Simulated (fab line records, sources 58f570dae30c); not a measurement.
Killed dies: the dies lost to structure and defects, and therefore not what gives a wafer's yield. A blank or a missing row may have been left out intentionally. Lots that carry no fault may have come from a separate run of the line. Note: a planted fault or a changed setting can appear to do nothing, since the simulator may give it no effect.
Which tool did it?	flow berkeleyCmos170	13 lots with 39 wafers sampled at 5 steps, on a route of 331 steps

## WHAT THE GAUGES SHOWED, per wafer
UCB170_M2_THK_MEAS_03: measures by xrf. Usual: for M2_AL_THK the level is 934 nm and the standard deviation is 9.4.
lot	measured	on	M2_AL_THK (nm)	flag
L619	day 6 17:59	filmMetro-03	926 933 921	
L621	day 7 22:41	filmMetro-03	938 939 940	
L622	day 7 23:55	filmMetro-03	922 927 924	
L623	day 8 00:09	filmMetro-03	947 927 925	
L625	day 8 19:18	filmMetro-01	934 931 932	
L624	day 9 02:04	filmMetro-04	938 938 935	
L626	day 9 06:17	filmMetro-03	931 927 938	
L628	day 9 06:24	filmMetro-04	926 923 927	
L629	day 9 19:41	filmMetro-01	919 951 947	
L630	day 9 22:21	filmMetro-01	949 932 948	
L631	day 10 10:31	filmMetro-01	925 933 928	
L638	day 11 11:47	filmMetro-03	942 936 941	
L642	day 11 17:55	filmMetro-04	931 921 918	

UCB170_M2_CD_MEAS_15: target cd 700 nm. Usual: cdNm at 699.9 nm, with a standard deviation of 1.6.
lot	measured	on	cdNm (nm)	flag
L619	day 6 20:26	cdSem-01	703.7 702.2 702.3	
L621	day 8 01:39	cdSem-02	701.7 701.8 702.6	
L622	day 8 02:17	cdSem-02	698.7 697.4 699.2	
L623	day 8 01:57	cdSem-02	700.3 701.3 700.5	
L625	day 8 21:38	cdSem-01	702.6 704.2 704.1	
L624	day 9 06:12	cdSem-02	699.8 700.0 700.4	
L626	day 9 08:18	cdSem-02	701.3 699.8 701.1	
L628	day 9 08:34	cdSem-01	700.4 699.3 699.6	
L629	day 9 22:04	cdSem-01	700.0 698.1 700.6	
L630	day 10 02:02	cdSem-01	698.2 697.2 697.9	
L631	day 10 12:38	cdSem-01	698.5 697.7 697.0	
L638	day 11 13:54	cdSem-01	690.7 691.7 686.7	OFF
L642	day 11 21:31	cdSem-02	698.2 698.2 698.7	

UCB170_V2_BOW_MEAS_03. Usual: for V2_BOW the level is 38 um and the standard deviation is 6.7.
lot	measured	on	V2_BOW (um)	flag
L619	day 6 21:34	filmMetro-02	35 30 36	
L621	day 8 02:47	filmMetro-04	34 40 39	
L622	day 8 03:35	filmMetro-01	41 34 47	
L623	day 8 03:23	filmMetro-04	36 36 31	
L625	day 8 22:46	filmMetro-02	45 32 27	
L624	day 9 07:31	filmMetro-01	38 30 41	
L626	day 9 09:29	filmMetro-01	28 38 31	
L628	day 9 09:51	filmMetro-04	33 36 51	
L629	day 9 23:11	filmMetro-04	39 46 40	
L630	day 10 03:09	filmMetro-01	37 27 36	
L631	day 10 13:47	filmMetro-01	53 30 40	
L638	day 11 15:05	filmMetro-04	30 38 51	
L642	day 11 22:38	filmMetro-02	39 36 34	

## TOOL THAT RAN EACH LOT (tool first, then ch and the chambers of the sampled wafers, then the start)
lot	UCB170_M2_SPUTTER_01	UCB170_M2_EXPOSE_12
L619	pvdSputter-03, day 6 17:47	krfScanner-02 ch 0, day 6 19:54
L621	pvdSputter-02, day 7 22:29	krfScanner-02 ch 0, day 8 00:56
L622	pvdSputter-01, day 7 23:42	krfScanner-01 ch 0, day 8 01:48
L623	pvdSputter-03, day 7 23:57	krfScanner-02 ch 0, day 8 01:34
L625	pvdSputter-01, day 8 19:06	krfScanner-02 ch 0, day 8 21:14
L624	pvdSputter-01, day 9 01:52	krfScanner-02 ch 0, day 9 05:12
L626	pvdSputter-02, day 9 06:05	krfScanner-01 ch 0, day 9 07:55
L628	pvdSputter-03, day 9 06:12	krfScanner-02 ch 0, day 9 08:09
L629	pvdSputter-03, day 9 19:29	krfScanner-01 ch 0, day 9 21:32
L630	pvdSputter-01, day 9 22:08	krfScanner-02 ch 0, day 10 00:37
L631	pvdSputter-03, day 10 10:19	krfScanner-02 ch 0, day 10 11:45
L638	pvdSputter-02, day 11 11:35	krfScanner-02 ch 0, day 11 13:26
L642	pvdSputter-03, day 11 17:40	krfScanner-01 ch 0, day 11 20:26
- UCB170_M2_SPUTTER_01: material Al, target thk 900 nm, time 120 s.
- UCB170_M2_EXPOSE_12: exposes mask METAL2, target cd 700 nm.

## AS READ BY THE TOOLS THEMSELVES (means over the sampled wafers that have a number; for cases with no such wafer, the mark the record gives instead)
UCB170_M2_SPUTTER_01. Usual: throttleValvePct at 29.7 %, with a standard deviation of 0.83.
lot	tool	throttleValvePct (%)	flag
L619	pvdSputter-03	29.4	
L621	pvdSputter-02	29.9	
L622	pvdSputter-01	31.0	
L623	pvdSputter-03	29.3	
L625	pvdSputter-01	30.6	
L624	pvdSputter-01	30.0	
L626	pvdSputter-02	29.6	
L628	pvdSputter-03	29.6	
L629	pvdSputter-03	28.8	
L630	pvdSputter-01	30.5	
L631	pvdSputter-03	30.1	
L638	pvdSputter-02	29.9	
L642	pvdSputter-03	29.8	

UCB170_M2_EXPOSE_12. Usual: exposureDoseMJCm2 26.003, standard deviation 0.027; focusOffsetNm 0.0 nm, standard deviation 0.47.
lot	tool	exposureDoseMJCm2	focusOffsetNm (nm)	flag
L619	krfScanner-02	26.034	0.2	
L621	krfScanner-02	26.018	0.1	
L622	krfScanner-01	26.018	-0.8	
L623	krfScanner-02	25.971	-0.2	
L625	krfScanner-02	25.967	0.3	
L624	krfScanner-02	25.987	-0.1	
L626	krfScanner-01	25.998	-0.5	
L628	krfScanner-02	25.984	-0.2	
L629	krfScanner-01	26.001	0.5	
L630	krfScanner-02	26.012	-0.3	
L631	krfScanner-02	26.015	0.2	
L638	krfScanner-02	25.635	-0.4	OFF
L642	krfScanner-01	26.000	0.2	

## THE ANSWER, worked out from the rows above alone
Rule: a lot counts as off when the mean over its wafers that have a number is more than 3 standard deviations away from the usual mean. Also off: a lot with no number at a reading for which 4 or more lots have one. All remaining lots with rows at the step are treated as sound. The gauges are gone through in route order, then the tools' own readings, and for those a lot's mean is taken as printed above. The first step at which some lot is off is used, and at that step the reading that is off furthest; a lot without a number counts as furthest.
Off: L638, at UCB170_M2_CD_MEAS_15 (cdNm).
A tool fits if, at a process step before that reading, it ran every lot that is off, and no sound lot after the first of them. Not tried: the gauges at UCB170_M2_CD_MEAS_15; whatever is off there is also off at UCB170_M2_EXPOSE_12, on other tools, and gauge error can't account for it. This does not decide it: 2 tools fit, namely pvdSputter-02 at UCB170_M2_SPUTTER_01 and krfScanner-02 at UCB170_M2_EXPOSE_12.

## WHAT THE SIMULATOR HAD INSERTED
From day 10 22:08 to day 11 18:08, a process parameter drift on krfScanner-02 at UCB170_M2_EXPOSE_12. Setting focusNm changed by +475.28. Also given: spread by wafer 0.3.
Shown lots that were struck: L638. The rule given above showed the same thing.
